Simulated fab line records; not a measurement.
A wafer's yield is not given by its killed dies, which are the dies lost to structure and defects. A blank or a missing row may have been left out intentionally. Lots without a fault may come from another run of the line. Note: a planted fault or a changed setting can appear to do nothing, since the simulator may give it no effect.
Comparing a struck lot with a sound one    flow berkeley_cmos170    14 out of 331 route steps
Sound: the wafers L890.1, L890.3, L890.6. Wafers struck: L904.4, L904.5, L904.6. The cause comes at the end.
For every step that has rows: the tool of each side, followed by ch and its chambers, followed by its first start. Under that, the readings that differ: sound wafers    struck wafers    difference of the means    sigmas: that difference in standard deviations of wafers without a fault.
alike: words and numbers the same on both sides, and readings whose means are apart by under 2 such deviations; not compared: readings that were withheld, readings missing a value for some wafer, numbers with overlapping values and no deviation given by the record, and bounds like >300 which may hide the same value.
Wherever a step has rows on one side only, a row that says differs or no value, or a row with sigmas, the two part there. When numbers do not overlap yet have no deviation, they are printed without sigmas and do not part them. A reading missing from all wafers of one side parts the sides only when that side holds two or more wafers.

first, 2 steps without rows for these wafers: UCB170_M3_COAT_05 (resist thk 900 nm); UCB170_M3_SOFTBAKE_06 (time 60 s).
UCB170_M3_STRIP_07: strips in O2.
  sound on plasma_asher-04 ch 0,1, day 9 07:51; struck on plasma_asher-01 ch 0,1, day 12 00:09
  alike: drypump_motor_current_A, oes_product_au, strip_time_to_endpoint_s
  not compared: rf_hours_counter_h
then, 7 steps without rows for these wafers: UCB170_M3_STRIP_08 (strips KrF in DMSO, time 600 s); UCB170_M3_COAT_09; UCB170_M3_COAT_10 (resist thk 900 nm); UCB170_M3_SOFTBAKE_11 (time 60 s); UCB170_M3_EXPOSE_12 (exposes mask METAL3, target cd 700 nm); UCB170_M3_PEB_13; UCB170_M3_DEVELOP_14 (develop time 45 s).
UCB170_M3_CD_MEAS_15 targets a cd of 700 nm.
  sound on cd_sem-02, day 9 09:05; struck on cd_sem-01, day 12 01:26
  alike: cd_nm
UCB170_M3_OVL_MEAS_16:
  sound on overlay-01, day 9 09:13; struck on overlay-01, day 12 01:31
  alike: M3_OVL
UCB170_M3_ETCH_17: etches BARC in N2/H2.
  sound on rie_diel-01 ch 0,1, day 9 09:14; struck on rie_diel-01 ch 0,2,3, day 12 01:33
reading                sound              struck             difference  sigmas
oes_product_au (a.u.)  1.016 1.020 1.019  0.783 0.785 0.832  -0.218      -9
  alike: drypump_motor_current_A, throttle_valve_pct
UCB170_M3_METAL_ETCH_18: etches Al in Cl2/BCl3, stops on SiO2, target depth 1170 nm, time 195 s.
  sound on rie_metal-03 ch 0,1, day 9 09:17; struck on rie_metal-02 ch 0,1, day 12 01:38
  alike: drypump_motor_current_A, oes_product_au, throttle_valve_pct
  not compared: rf_hours_counter_h

## WHERE THEY PART
Within this record, at UCB170_M3_ETCH_17 only. Later steps at which nothing parts them and some readings are alike: UCB170_M3_METAL_ETCH_18.

WHY: what the simulator had put in
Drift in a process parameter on rie_diel-01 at UCB170_M3_ETCH_17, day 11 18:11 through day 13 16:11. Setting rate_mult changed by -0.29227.
